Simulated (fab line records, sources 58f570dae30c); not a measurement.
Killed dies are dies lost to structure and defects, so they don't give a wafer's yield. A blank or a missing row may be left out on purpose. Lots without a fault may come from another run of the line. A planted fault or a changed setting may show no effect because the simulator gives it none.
Split-lot experiment | flow berkeley_cmos170 | 5 lots, 23 wafers read, on a route of 331 steps

THE SPLIT
At UCB170_V2_COAT_07 (resist thk 900 nm), the setting resist_thk_nm was moved away from the recipe's 900 nm on 7 of the 23 wafers read, by -5.4% to +3.8%. The other wafers ran this setting at the recipe's value.

The reading is taken at the split's own step.

THE READING
KrF_of_V2_COAT_07.thk_nm (the simulator's own value, which no gauge read), in nm, at UCB170_V2_COAT_07 (resist thk 900 nm). The file gives no usual value for it. The 16 wafers here that ran the recipe average 898.5 nm, standard deviation 2.8 nm.

wafer  | tool, chamber at the split | resist_thk_nm as run, nm | against the recipe | KrF_of_V2_COAT_07.thk_nm, nm | against lot-mates on the recipe
L074.1 | litho_track-04, 0          | 934.3                    | +3.8%              | 927                          | +33.4
L074.2 | litho_track-04, 0          | 900                      | recipe             | 894.6                        | -
L074.4 | litho_track-04, 0          | 900                      | recipe             | 892.4                        | -
L074.5 | litho_track-04, 0          | 934.3                    | +3.8%              | 927.3                        | +33.7
L074.6 | litho_track-04, 0          | 900                      | recipe             | 893.8                        | -
L076.1 | litho_track-02, 0          | 900                      | recipe             | 897.6                        | -
L076.2 | litho_track-02, 0          | 851.2                    | -5.4%              | 846.2                        | -51.8
L076.3 | litho_track-02, 0          | 851.2                    | -5.4%              | 848.8                        | -49.2
L076.4 | litho_track-02, 0          | 900                      | recipe             | 898.3                        | -
L076.6 | litho_track-02, 0          | 851.2                    | -5.4%              | 847.4                        | -50.6
L077.1 | litho_track-02, 0          | 900                      | recipe             | 901.5                        | -
L077.2 | litho_track-02, 0          | 900                      | recipe             | 898.8                        | -
L077.3 | litho_track-02, 0          | 900                      | recipe             | 902.8                        | -
L077.4 | litho_track-02, 0          | 921.8                    | +2.4%              | 922.9                        | +21.9
L077.6 | litho_track-02, 0          | 921.8                    | +2.4%              | 922.1                        | +21.1
L079.2 | litho_track-02, 0          | 900                      | recipe             | 898.8                        | -
L079.3 | litho_track-02, 0          | 900                      | recipe             | 899                          | -
L079.4 | litho_track-02, 0          | 900                      | recipe             | 900.8                        | -
L079.5 | litho_track-02, 0          | 900                      | recipe             | 897                          | -
L079.6 | litho_track-02, 0          | 900                      | recipe             | 899.1                        | -
L081.1 | litho_track-03, 0          | 900                      | recipe             | 898.3                        | -
L081.2 | litho_track-03, 0          | 900                      | recipe             | 901.6                        | -
L081.6 | litho_track-03, 0          | 900                      | recipe             | 901.1                        | -

THE FIT
A straight line over all 23 wafers: KrF_of_V2_COAT_07.thk_nm changes by +9.01 nm for each +1% of resist_thk_nm; r = +0.99; the points scatter about the line by 3.2 nm.
The same after taking each lot's own level away (the mean of its wafers on the recipe; 23 wafers): +9.15 nm for each +1%; r = +1.00; scatter 1.3 nm.
On that fit, the largest move of resist_thk_nm shifts the reading by 50 nm.
The lots' own levels span 893.60 to 901.03 nm, that is 2.6 times the standard deviation above.
So the lot-to-lot level changes the slope little: the two slopes agree.
Check: with one of the wafers moved furthest among these (-5.4%) left out of the fit, the line predicts -49.2 nm for it against its lot-mates. It came out at -51.8 nm against them.

OTHER SPLITS ON THESE WAFERS
These wafers also went through other splits before the reading. Each is held against what the fit with the lots' levels taken away leaves over:
other split on the same wafers | wafers away from the commonest value | r with KrF_of_V2_COAT_07.thk_nm (lot level and that fit taken away)
UCB170_V1_PEB_10 peb_temp_c    | 8                                    | -0.17
UCB170_M2_METAL_ETCH_18 icp_w  | 5                                    | +0.05

THE WHOLE CHAIN: every reading that the file lists as answering this split, in the file's order
step               | what it does      | reading                                                                   | change (the file's fit)              | r (the file's)
UCB170_V2_COAT_07  | resist thk 900 nm | KrF_of_V2_COAT_07.thk_nm (the simulator's own value, which no gauge read) | +9.11 nm for each +1% of the setting | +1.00
UCB170_V2_STRIP_15 | strips in O2      | strip_time_to_endpoint_s                                                  | withheld for each +1% of the setting | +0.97

THE FILE'S OWN FIT
KrF_of_V2_COAT_07.thk_nm changes by +9.11 nm for each +1% of resist_thk_nm, r = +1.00.
